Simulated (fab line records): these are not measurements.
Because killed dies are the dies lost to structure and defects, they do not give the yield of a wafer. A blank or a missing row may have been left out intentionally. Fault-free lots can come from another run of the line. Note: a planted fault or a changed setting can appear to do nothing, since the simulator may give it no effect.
Chamber matching :: flow berkeleyCmos170 :: wetBench-02 running UCB170_BACKSIDE_CLEAN_04: 3 sister chambers
The step cleans in SPM, time 600 s. 3 wafers are shown with their chamber, then 8 later ones without.

WAFERS PAIRED WITH THEIR CHAMBERS
wafer: L144.3
chamber: 1
tempC (C): 119.93

wafer: L150.5
chamber: 2
tempC (C): 120.16

wafer: L148.4
chamber: 3
tempC (C): 120.20

WAFERS WHOSE CHAMBER IS MISSING
wafer: L148.5
tempC (C): 120.33

wafer: L148.6
tempC (C): 120.23

wafer: L147.3
tempC (C): 119.97

wafer: L147.4
tempC (C): 119.98

wafer: L147.5
tempC (C): 119.92

wafer: L149.1
tempC (C): 119.89

wafer: L149.2
tempC (C): 120.13

wafer: L149.4
tempC (C): 119.94

EACH ONE'S CHAMBER
wafer: L148.5
from the rows above: can't be placed: 3 or 2
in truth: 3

wafer: L148.6
from the rows above: can't be placed: 3 or 2
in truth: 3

wafer: L147.3
from the rows above: 1
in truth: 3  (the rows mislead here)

wafer: L147.4
from the rows above: 1
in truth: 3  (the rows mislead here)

wafer: L147.5
from the rows above: 1
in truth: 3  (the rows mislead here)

wafer: L149.1
from the rows above: 1
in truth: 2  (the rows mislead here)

wafer: L149.2
from the rows above: can't be placed: 2 or 3
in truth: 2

wafer: L149.4
from the rows above: 1
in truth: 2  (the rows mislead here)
0 of 8 placed correctly. Not placeable from these rows: 3 (in 3, the candidates include the true chamber). 5 placed wrongly.
How it was worked out, from the rows above alone: a wafer's distance from a chamber is the root of the sum, over the readings, of the square of ((its reading less the chamber's mean) divided by the reading's scatter). If the next closest chamber is less than 2 further off than the closest, the wafer can't be placed; otherwise it belongs to the closest. For every chamber, the mean is computed from those of its wafers that are shown. The scatter: root of mean squared gap, hidden wafer to nearest shown wafer, with one shown wafer a chamber.
